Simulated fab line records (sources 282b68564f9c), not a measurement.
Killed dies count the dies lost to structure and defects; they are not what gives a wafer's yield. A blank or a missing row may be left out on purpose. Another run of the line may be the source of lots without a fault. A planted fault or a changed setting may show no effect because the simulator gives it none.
fab line records -- flow rit_cmos
record lots=5, wafers=15, last_day=6
route steps=202 shown ACTIVE@1
lots with no fault: from the same line, run without faults
start_h: hours from the record's first day to the start of the lot's first wafer shown -- wait_h: hours elapsed since this lot's preceding step -- " as in the row above -- L1.1+2: one row covering several wafers at once -- - no value, or no start given -- * or withheld: withheld -- < > ~ a bound
route shown NAME@n: a module of which the file shows steps, and the number in the route of the first -- usual: mean/standard deviation of fault-free wafers -- same: alike in all rows -- chamber/n: place in a boat -- sites: per-site readings -- _std_site: standard deviation of those values -- _edge_site: the outer-site mean with the inner-site mean subtracted -- radius_mm: for every site, how far away it sits from the centre of the wafer -- mask NAME#n: copy n -- behind: the last tool/chamber to shape the wafer -- hold: why the lot went on hold/how many hours it stayed there/how the hold came to an end -- device: the transistor (n, p or np) that didn't switch -- end of line: the tests these same wafers got at the end of their route -- for a step that has no rows: nothing shown but its recipe -- killed: count of dies lost to structure and defects at first sort (not the wafer's yield) -- map: dies across one wafer; x = killed, . = not, _ = none there
set.NAME: the setting as run; set.NAME@STEP: as run at that earlier step -- model.NAME: the simulator's own value behind a step, which no gauge read
a table for each step, a row for each wafer; lots at some steps of the route
services: the hour from which a tool's chamber was out of use, counted from the record's first day as start_h (under 0 if before that day), plus the number of hours and why
## steps
# step RIT_ACTIVE_BOW_MEAS_00
# recipe mode=bow
# usual INCOMING_BOW=0/6.9
lot.wafer,tool,chamber,start_h,wait_h,INCOMING_BOW[um]
L676.2,film_metro-04,-,10.02,-,10
L676.3,film_metro-04,-,10.02,-,-11
L676.6,film_metro-04,-,10.02,-,-7
L678.1,film_metro-01,-,20.00,-,6
L678.3,film_metro-01,-,20.00,-,-4
L678.6,film_metro-01,-,20.00,-,-2
L680.4,film_metro-04,-,30.06,-,2
L680.5,film_metro-04,-,30.06,-,0
L680.6,film_metro-04,-,30.06,-,2
L681.2,film_metro-01,-,35.02,-,6
L681.4,film_metro-01,-,35.02,-,1
L681.6,film_metro-01,-,35.02,-,-5
L694.1,film_metro-01,-,100.00,-,-12
L694.5,film_metro-01,-,100.00,-,-7
L694.6,film_metro-01,-,100.00,-,3
# step RIT_ACTIVE_OXIDATION_01
# recipe temp_c=1000, ambient=O2, target_thk_a=468, ox_time_s=3360
# step RIT_ACTIVE_THK_MEAS_02
# recipe reads=SiO2_of_ACTIVE_OXIDATION_01
# usual ACTIVE_OXIDE_THK=46.3/0.83
lot.wafer,tool,chamber,start_h,wait_h,ACTIVE_OXIDE_THK[nm]
L676.2,film_metro-03,-,12.06,0.0,46.9
L676.3,film_metro-03,-,12.06,0.0,47.1
L676.6,film_metro-03,-,12.06,0.0,46.9
L678.1,film_metro-03,-,22.05,0.0,45.6
L678.3,film_metro-03,-,22.05,0.0,45.7
L678.6,film_metro-03,-,22.05,0.0,46.0
L680.4,film_metro-03,-,32.08,0.0,45.3
L680.5,film_metro-03,-,32.08,0.0,45.7
L680.6,film_metro-03,-,32.08,0.0,46.3
L681.2,film_metro-04,-,37.06,0.0,46.8
L681.4,film_metro-04,-,37.06,0.0,47.3
L681.6,film_metro-04,-,37.06,0.0,47.4
L694.1,film_metro-04,-,104.88,0.0,47.4
L694.5,film_metro-04,-,104.88,0.0,47.6
L694.6,film_metro-04,-,104.88,0.0,48.0
# step RIT_ACTIVE_CVD_03
# recipe material=Si3N4, target_thk_nm=150, temp_c=810, precursor=SiH2Cl2/NH3, time_s=1500, pressure_mtorr=300, sih2cl2_flow_sccm=60, nh3_flow_sccm=150
# usual pressure_mtorr=300.0/0.51, spike_tc_centre_C=811.2/1.2
lot.wafer,tool,chamber,start_h,wait_h,pressure_mtorr,spike_tc_centre_C,model.Si3N4_of_ACTIVE_CVD_03.thk_nm
L676.2,lpcvd-02,0,12.11,0.0,300.2,808.7,146.3
L676.3,lpcvd-02,0,12.11,0.0,300.2,812.4,146.7
L676.6,lpcvd-02,0,12.11,0.0,300.2,812.0,146.4
L678.1,lpcvd-01,1,22.11,0.1,299.7,808.7,149.2
L678.3,lpcvd-01,1,22.11,0.1,300.5,810.2,149.3
L678.6,lpcvd-01,1,22.11,0.1,300.6,812.2,149.2
L680.4,lpcvd-01,1,32.11,0.0,300.2,812.8,205
L680.5,lpcvd-01,1,32.11,0.0,299.5,812.1,205.3
L680.6,lpcvd-01,1,32.11,0.0,300.4,812.1,205.7
L681.2,lpcvd-02,1,37.11,0.0,299.7,812.1,152.8
L681.4,lpcvd-02,1,37.11,0.0,299.6,812.1,152.9
L681.6,lpcvd-02,1,37.11,0.0,299.9,812.1,153.3
L694.1,lpcvd-02,0,104.94,0.1,300.7,811.2,147.5
L694.5,lpcvd-02,0,104.94,0.1,299.9,812.3,149.6
L694.6,lpcvd-02,0,104.94,0.1,300.4,812.0,148.6
# step RIT_ACTIVE_THK_MEAS_04
# recipe reads=Si3N4_of_ACTIVE_CVD_03
# usual ACTIVE_NITRIDE_THK=150.0/1.8
lot.wafer,tool,chamber,start_h,wait_h,ACTIVE_NITRIDE_THK[nm]
L676.2,film_metro-04,-,14.25,0.0,146.3
L676.3,film_metro-04,-,14.25,0.0,146.7
L676.6,film_metro-04,-,14.25,0.0,146.3
L678.1,film_metro-04,-,23.53,0.0,149.2
L678.3,film_metro-04,-,23.53,0.0,149.2
L678.6,film_metro-04,-,23.53,0.0,149.3
L680.4,film_metro-01,-,33.56,0.0,204.9
L680.5,film_metro-01,-,33.56,0.0,205.4
L680.6,film_metro-01,-,33.56,0.0,205.7
L681.2,film_metro-04,-,39.25,0.0,152.8
L681.4,film_metro-04,-,39.25,0.0,152.9
L681.6,film_metro-04,-,39.25,0.0,153.3
L694.1,film_metro-03,-,107.06,0.0,147.4
L694.5,film_metro-03,-,107.06,0.0,149.5
L694.6,film_metro-03,-,107.06,0.0,148.6
# step RIT_ACTIVE_HMDS_05
# recipe prime_time_s=60, prime_temp_c=140
# step RIT_ACTIVE_COAT_06
# recipe resist=NOVOLAK, spin_rpm=3250, resist_thk_nm=1000
# step RIT_ACTIVE_SOFTBAKE_07
# recipe resist=NOVOLAK, temp_c=90, time_s=60
# step RIT_ACTIVE_EXPOSE_08
# recipe mask_id=M1, na=0.6, source_shape=conventional, sigma_outer=0.6, target_cd_nm=1400, dose_mj=225
# step RIT_ACTIVE_PEB_09
# recipe resist=NOVOLAK, temp_c=withheld, time_s=withheld
# step RIT_ACTIVE_DEVELOP_10
# recipe resist=NOVOLAK, develop_time_s=50, dev_temp_c=23
# step RIT_ACTIVE_CD_MEAS_11
# recipe target_cd_nm=1400
# usual cd_nm=1400.1/1.9
lot.wafer,tool,chamber,start_h,wait_h,cd_nm
L676.2,cd_sem-02,-,15.17,-,1403.0
L676.3,cd_sem-02,-,15.17,-,1400.6
L676.6,cd_sem-02,-,15.17,-,1403.4
L678.1,cd_sem-01,-,24.56,-,1401.3
L678.3,cd_sem-01,-,24.56,-,1400.4
L678.6,cd_sem-01,-,24.56,-,1399.1
L680.4,cd_sem-01,-,34.62,-,1399.2
L680.5,cd_sem-01,-,34.62,-,1399.5
L680.6,cd_sem-01,-,34.62,-,1399.3
L681.2,cd_sem-02,-,40.17,-,1399.9
L681.4,cd_sem-02,-,40.17,-,1400.2
L681.6,cd_sem-02,-,40.17,-,1399.7
L694.1,cd_sem-01,-,108.10,-,1402.4
L694.5,cd_sem-01,-,108.10,-,1404.3
L694.6,cd_sem-01,-,108.10,-,1403.7
# step RIT_ACTIVE_HARDBAKE_12
# recipe resist=NOVOLAK, temp_c=140, time_s=60
# step RIT_ACTIVE_ETCH_13
# recipe stop_on=SiO2, chemistry=SF6, target=Si3N4, time_s=210, over_etch_frac=0.4, SF6_flow_sccm=200, pressure_mtorr=260, rf_w=125, target_depth_a=2100
# usual drypump_motor_current_A=5.8/0.47, oes_product_au=0.824/0.0099, throttle_valve_pct=7.47/0.14
lot.wafer,tool,chamber,start_h,wait_h,drypump_motor_current_A,oes_product_au,rf_hours_counter_h,throttle_valve_pct,model.etch.depth_nm,model.ACTIVE.feature_depth_nm
L676.2,rie_diel-02,0,15.42,0.1,5.5,0.801,36,7.41,146.3,146.3
L676.3,rie_diel-02,1,15.42,0.1,5.8,0.820,2,7.52,146.7,147.1
L676.6,rie_diel-02,1,15.42,0.1,5.8,0.816,-,7.51,146.4,146.8
L678.1,rie_diel-04,2,24.83,0.1,5.6,0.826,7,7.27,149.2,149.2
L678.3,rie_diel-04,0,24.83,0.1,5.2,0.820,24,7.60,149.3,149.3
L678.6,rie_diel-04,2,24.83,0.1,5.6,0.815,-,7.29,149.2,149.2
L680.4,rie_diel-03,1,34.83,0.1,6.3,0.974,75,7.53,204.5,204.5
L680.5,rie_diel-03,2,34.83,0.1,5.1,0.980,-,7.71,205.3,205.4
L680.6,rie_diel-03,1,34.83,0.1,6.3,0.971,-,7.51,205.1,205.1
L681.2,rie_diel-03,0,40.42,0.1,5.8,0.827,103,7.57,152.8,152.8
L681.4,rie_diel-03,3,40.42,0.1,5.4,0.835,13,7.49,152.9,152.9
L681.6,rie_diel-03,3,40.42,0.1,5.3,0.829,-,7.51,153.3,153.3
L694.1,rie_diel-02,1,108.37,0.1,5.8,0.820,3,7.50,147.5,147.9
L694.5,rie_diel-02,3,108.37,0.1,5.7,0.819,-,7.25,149.6,149.7
L694.6,rie_diel-02,2,108.37,0.1,6.6,0.844,-,7.32,148.6,148.6
# step RIT_ACTIVE_STRIP_14
# recipe chemistry=O2, time_s=180, resist=NOVOLAK, platen_temp_c=withheld, power_w=500, pressure_mtorr=4000, o2_flow_sccm=4000
# usual drypump_motor_current_A=5.8/0.48
lot.wafer,tool,chamber,start_h,wait_h,drypump_motor_current_A,rf_hours_counter_h
L676.2,plasma_asher-03,1,15.55,0.1,6.1,38
L676.3,plasma_asher-03,0,15.55,0.1,5.1,-
L676.6,plasma_asher-03,1,15.55,0.1,6.1,-
L678.1,plasma_asher-04,0,24.97,0.1,5.9,38
L678.3,plasma_asher-04,0,24.97,0.1,5.9,-
L678.6,plasma_asher-04,0,24.97,0.1,5.9,-
L680.4,plasma_asher-02,0,35.03,0.1,6.1,-
L680.5,plasma_asher-02,1,35.03,0.1,5.1,-
L680.6,plasma_asher-02,0,35.03,0.1,6.1,-
L681.2,plasma_asher-03,0,40.55,0.1,5.1,41
L681.4,plasma_asher-03,1,40.55,0.1,6.1,-
L681.6,plasma_asher-03,0,40.55,0.1,5.1,-
L694.1,plasma_asher-04,1,108.50,0.1,6.3,47
L694.5,plasma_asher-04,0,108.50,0.1,5.9,-
L694.6,plasma_asher-04,1,108.50,0.1,6.3,-
# step RIT_ACTIVE_CD_MEAS_90
# recipe target_cd_nm=1400
# usual cd_nm=1400.1/1.9
lot.wafer,tool,chamber,start_h,wait_h,cd_nm
L676.2,cd_sem-02,-,15.75,0.1,1403.5
L676.3,cd_sem-02,-,15.75,0.1,1401.3
L676.6,cd_sem-02,-,15.75,0.1,1403.1
L678.1,cd_sem-02,-,25.14,0.1,1401.0
L678.3,cd_sem-02,-,25.14,0.1,1400.1
L678.6,cd_sem-02,-,25.14,0.1,1398.6
L680.4,cd_sem-02,-,35.20,0.1,1399.5
L680.5,cd_sem-02,-,35.20,0.1,1399.3
L680.6,cd_sem-02,-,35.20,0.1,1399.7
L681.2,cd_sem-02,-,40.75,0.1,1399.6
L681.4,cd_sem-02,-,40.75,0.1,1400.4
L681.6,cd_sem-02,-,40.75,0.1,1399.9
L694.1,cd_sem-02,-,108.67,0.1,1402.3
L694.5,cd_sem-02,-,108.67,0.1,1404.7
L694.6,cd_sem-02,-,108.67,0.1,1403.6
# step RIT_ACTIVE_CLEAN_15
# recipe chemistry=SC1, mix=3:3:50, time_s=600, temp_c=75
# step RIT_ACTIVE_CLEAN_16
# recipe chemistry=dHF, dilution=50:1, time_s=30
lot.wafer,tool,chamber,start_h,wait_h,model.Si3N4_of_ACTIVE_CVD_03.thk_nm
L676.2,wet_bench-03,2,16.04,0.0,145.5
L676.3,wet_bench-03,2,16.04,0.0,145.9
L676.6,wet_bench-03,2,16.04,0.0,145.6
L678.1,wet_bench-01,1,25.44,0.0,148.3
L678.3,wet_bench-01,1,25.44,0.0,148.5
L678.6,wet_bench-01,1,25.44,0.0,148.4
L680.4,wet_bench-02,1,35.44,0.0,204.2
L680.5,wet_bench-02,1,35.44,0.0,204.5
L680.6,wet_bench-02,1,35.44,0.0,204.9
L681.2,wet_bench-02,1,41.04,0.0,151.9
L681.4,wet_bench-02,1,41.04,0.0,152.1
L681.6,wet_bench-02,1,41.04,0.0,152.5
L694.1,wet_bench-03,1,108.97,0.0,146.6
L694.5,wet_bench-03,1,108.97,0.0,148.8
L694.6,wet_bench-03,1,108.97,0.0,147.8
# step RIT_ACTIVE_CLEAN_17
# recipe chemistry=SC2, mix=3:3:50, time_s=600, temp_c=75, dry=n2_spin
## services
tool,chamber,start_h,hours,kind
lpcvd-02,-,-9.96,0.3,repair
plasma_asher-02,-,-5.16,11.6,repair
rie_diel-02,2,3.53,7.2,repair
rie_diel-03,0,10.58,2.5,repair
plasma_asher-02,-,25.15,1.0,repair
rie_diel-03,-,43.61,0.3,repair
rie_diel-04,-,44.32,1.1,repair
rie_diel-03,2,51.61,5.6,repair
plasma_asher-04,-,71.89,1.8,repair
rie_diel-04,1,72.82,5.1,repair
rie_diel-03,3,79.51,4.0,repair
plasma_asher-03,-,86.78,4.0,pm
rie_diel-02,-,94.44,2.3,repair
rie_diel-03,-,102.42,0.3,repair
plasma_asher-04,-,108.75,9.0,pm
plasma_asher-04,0,108.75,9.0,vent_cycle
plasma_asher-04,1,108.75,9.0,vent_cycle
## key
first_sign step=RIT_ACTIVE_THK_MEAS_04, reading=ACTIVE_NITRIDE_THK, direction=up, sigmas=30, usual=150.0, struck=205.3
effect step=RIT_ACTIVE_ETCH_13, reading=oes_product_au, direction=up, sigmas=15, usual=0.824, struck=0.975
model_effect step=RIT_ACTIVE_CVD_03, value=Si3N4_of_ACTIVE_CVD_03.thk_nm, without=152.8, struck=205.3
model_effect step=RIT_ACTIVE_ETCH_13, value=etch.depth_nm, without=152.8, struck=205
model_effect step=RIT_ACTIVE_CLEAN_16, value=Si3N4_of_ACTIVE_CVD_03.thk_nm, without=152, struck=204.5
met_at RIT_ACTIVE_CVD_03
struck_wafers L680.4,L680.5,L680.6
later_rows_left_out L680.6
sort_left_out L680.4,L680.5,L680.6
tester_left_out L680
onset_between 22.11 32.11
fault kind=process_parameter_drift, tool=lpcvd-01, chamber=1, onset_h=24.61, steps=RIT_ACTIVE_CVD_03, channel=target_thk_nm, offset=52.521, shape=step, end_h=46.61, acts_in=these_recipes_only, stated=150
# tester_left_out: of these lots the tester's yield and bins aren't shown, on N5 and GAA mostly nor the transistor test; their killed dies are dies lost to structure and defects alone, not to doping, threshold or leakage, so they don't give the yield
# sort_left_out: the simulated sort isn't trusted on such a fault, so these wafers' sort isn't shown, and their yield isn't known
# later_rows_left_out: the simulator's readings of these wafers behind a module that went badly wrong aren't trusted and aren't shown, but for the sort
